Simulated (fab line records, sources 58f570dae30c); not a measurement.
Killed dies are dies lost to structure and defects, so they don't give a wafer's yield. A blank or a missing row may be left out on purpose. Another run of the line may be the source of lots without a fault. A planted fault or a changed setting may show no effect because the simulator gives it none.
The tool behind it: which one?    flow berkeley cmos170    14 lots, 42 wafers sampled, at 5 steps of a route of 331

## WHAT THE GAUGES SHOWED, per wafer
UCB170_GATE_THK_MEAS_02.
lot   measured      on             GATE_OXIDE_THK (nm)
L617  day 6 01:35   film metro-03  6.43 6.43 6.45
L616  day 6 01:38   film metro-01  6.59 6.56 6.58
L618  day 6 11:01   film metro-01  6.61 6.64 6.57
L619  day 6 11:03   film metro-03  6.56 6.55 6.54
L620  day 6 22:20   film metro-03  6.53 6.56 6.56
L622  day 7 08:20   film metro-03  6.31 6.30 6.38
L623  day 7 17:56   film metro-02  6.59 6.43 6.31
L625  day 8 08:58   film metro-01  6.60 6.49 6.49
L627  day 8 15:32   film metro-02  6.30 6.38 6.29
L628  day 8 15:32   film metro-01  6.47 6.51 6.49
L630  day 9 06:04   film metro-03  6.58 6.57 6.53
L634  day 9 22:07   film metro-03  6.66 6.63 6.65
L636  day 9 22:11   film metro-01  6.63 6.55 6.56
L638  day 10 06:13  film metro-01  6.50 6.54 6.53

UCB170_GATE_CD_MEAS_12: target cd 350 nm.
lot   measured      on         cd nm (nm)
L617  day 6 11:03   cd sem-02  351.5 351.0 351.7
L616  day 6 11:17   cd sem-02  348.8 348.8 348.7
L618  day 6 17:23   cd sem-02  348.4 348.4 348.4
L619  day 6 17:43   cd sem-01  350.4 350.2 351.2
L620  day 7 06:36   cd sem-01  349.9 350.2 351.1
L622  day 7 13:49   cd sem-01  350.5 349.8 350.6
L623  day 8 03:01   cd sem-01  347.7 349.3 348.8
L625  day 8 16:35   cd sem-01  349.2 349.8 349.5
L627  day 8 21:29   cd sem-01  350.7 349.2 350.3
L628  day 8 20:55   cd sem-02  350.5 350.8 349.9
L630  day 9 12:22   cd sem-02  352.7 351.1 351.0
L634  day 10 05:32  cd sem-02  352.0 350.3 350.3
L636  day 10 05:40  cd sem-02  350.4 349.3 351.2
L638  day 10 12:08  cd sem-01  351.8 351.7 351.0

UCB170_M3_CD_MEAS_90: target cd 700 nm.
lot   measured      on         cd nm (nm)
L617  day 8 07:29   cd sem-02  695 695 695
L616  day 8 07:09   cd sem-01  707 704 704
L618  day 8 11:34   cd sem-02  700 698 696
L619  day 8 11:16   cd sem-02  702 702 705
L620  day 8 21:38   cd sem-02  695 701 695
L622  day 9 03:11   cd sem-02  697 699 697
L623  day 9 20:10   cd sem-02  706 706 708
L625  day 10 06:02  cd sem-01  705 704 703
L627  day 10 13:50  cd sem-01  706 700 699
L628  day 10 14:07  cd sem-01  706 701 701
L630  day 11 03:34  cd sem-01  702 702 702
L634  day 12 02:37  cd sem-01  704 705 706
L636  day 12 02:17  cd sem-01  698 700 701
L638  day 12 03:23  cd sem-01  700 698 699

## WHAT TOOL EACH LOT RAN ON (gives the tool, then ch and the chambers of the sampled wafers, and finally the start)
lot   UCB170_V1_ETCH_14                   UCB170_V1_STRIP_15
L617  rie diel-03 ch 0,1,2, day 7 23:12   plasma asher-04 ch 1, day 7 23:23
L616  rie diel-01 ch 0,2,3, day 7 22:58   plasma asher-02 ch 0,1, day 7 23:08
L618  rie diel-03 ch 0,1,3, day 8 03:10   plasma asher-04 ch 0,1, day 8 03:21
L619  rie diel-01 ch 0,1, day 8 02:55     plasma asher-02 ch 0,1, day 8 03:08
L620  rie diel-03 ch 0,1,2, day 8 12:24   plasma asher-02 ch 0,1, day 8 12:35
L622  rie diel-03 ch 0,1,2, day 8 17:22   plasma asher-04 ch 0,1, day 8 17:32
L623  rie diel-03 ch 1,2, day 9 08:43     plasma asher-04 ch 0,1, day 9 08:54
L625  rie diel-03 ch 1,2,3, day 9 20:19   plasma asher-04 ch 0,1, day 9 20:29
L627  rie diel-03 ch 2,3, day 10 03:15    plasma asher-01 ch 0,1, day 10 03:26
L628  rie diel-01 ch 0,1,2, day 10 03:32  plasma asher-02 ch 0,1, day 10 03:43
L630  rie diel-03 ch 1,3, day 10 17:31    plasma asher-04 ch 0,1, day 10 17:42
L634  rie diel-01 ch 1,2, day 11 16:04    plasma asher-02 ch 1, day 11 16:15
L636  rie diel-04 ch 0,1, day 11 15:53    plasma asher-01 ch 0,1, day 11 16:03
L638  rie diel-01 ch 1,2,3, day 11 16:26  plasma asher-02 ch 0,1, day 11 16:37
- UCB170_V1_ETCH_14: etches SiO2 in CHF3/CF4/Ar, stops on Al, target depth 1250 nm, time 291 s.
- UCB170_V1_STRIP_15: strips in O2.

## WHAT THE TOOLS THEMSELVES READ (means of the sampled wafers that have a number; where no wafer has one, the mark that the record gives instead)
UCB170_V1_ETCH_14.
lot   tool         cf4 flow sccm (sccm)  drypump motor current A (A)  oes product au (a.u.)  run length s (s)  throttle valve pct (%)
L617  rie diel-03  15.02                 6.1                          0.874                  319.3             7.08
L616  rie diel-01  15.00                 5.5                          0.875                  319.2             6.90
L618  rie diel-03  14.96                 6.2                          0.868                  319.4             7.00
L619  rie diel-01  15.01                 5.6                          0.869                  319.6             6.90
L620  rie diel-03  14.97                 6.1                          0.876                  319.4             7.09
L622  rie diel-03  15.02                 6.2                          0.881                  319.2             7.08
L623  rie diel-03  15.01                 6.1                          0.873                  319.4             7.08
L625  rie diel-03  15.01                 6.4                          0.878                  319.3             7.02
L627  rie diel-03  15.00                 6.6                          0.995                  287.1             6.97
L628  rie diel-01  15.01                 5.3                          0.872                  319.3             6.97
L630  rie diel-03  14.95                 6.2                          0.981                  287.7             7.01
L634  rie diel-01  15.01                 5.0                          0.879                  319.2             7.05
L636  rie diel-04  14.97                 5.7                          0.871                  318.8             7.10
L638  rie diel-01  15.03                 5.2                          0.879                  319.4             6.99

UCB170_V1_STRIP_15.
lot   tool             drypump motor current A (A)  oes product au (a.u.)  strip time to endpoint s (s)
L617  plasma asher-04  5.4                          0.718                  15.49
L616  plasma asher-02  5.4                          0.721                  15.30
L618  plasma asher-04  5.6                          0.723                  15.33
L619  plasma asher-02  5.6                          0.723                  15.58
L620  plasma asher-02  5.4                          0.722                  15.28
L622  plasma asher-04  5.5                          0.723                  15.31
L623  plasma asher-04  5.5                          0.725                  15.53
L625  plasma asher-04  5.6                          0.724                  15.46
L627  plasma asher-01  5.4                          0.724                  15.99
L628  plasma asher-02  5.4                          0.721                  15.57
L630  plasma asher-04  5.6                          0.718                  16.04
L634  plasma asher-02  5.8                          0.721                  15.44
L636  plasma asher-01  5.9                          0.718                  15.34
L638  plasma asher-02  5.4                          0.717                  15.55

## THE ANSWER, worked out from the rows above alone
Rule: the usual values come from the lots themselves. The widest of any qualifying gaps counts: lots, ordered by their means at a reading, are off when they make up no more than a third of the lots, leave a main group of 4 or more, and stand apart from it by 3 or more times the standard deviation of that group's means. A main group whose means are all the same, to the digits that the tables above print for the reading, isn't used. Also off: a lot with no number at a reading for which 4 or more lots have one. All remaining lots with rows at the step are treated as sound. Order of review: gauges by route order, followed by the tools' own readings, for which a lot's mean as printed above is used. The first step at which some lot is off is used, and at that step the reading that is off furthest; a lot without a number counts as furthest.
Off at UCB170_V1_ETCH_14 (run length s): L627, L630. For the main group the mean is 319.3 s and the standard deviation 0.18.
A tool fits if, at that step or a process step before it, it ran every lot that is off, and no sound lot after the first of them. One fits: UCB170_V1_ETCH_14 on rie diel-03. Its last sound lot is L625 (day 9 20:19), its first lot that is off L627 (day 10 03:15): a fault that began between those two fits.
The tool's own readings at UCB170_V1_ETCH_14 bear it out: on the lots that are off they differ by more than 5 times the standard deviation of the sound lots' means. oes product au reads 0.988 a.u. there against 0.875 a.u. on the sound lots; run length s reads 287.4 s there against 319.3 s on the sound lots.

## WHAT THE SIMULATOR HAD PUT IN
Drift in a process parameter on rie diel-03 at UCB170_V1_ETCH_14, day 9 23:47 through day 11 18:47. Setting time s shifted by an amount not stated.
Shown lots that were struck: L627, L630. Same finding as the rule above.
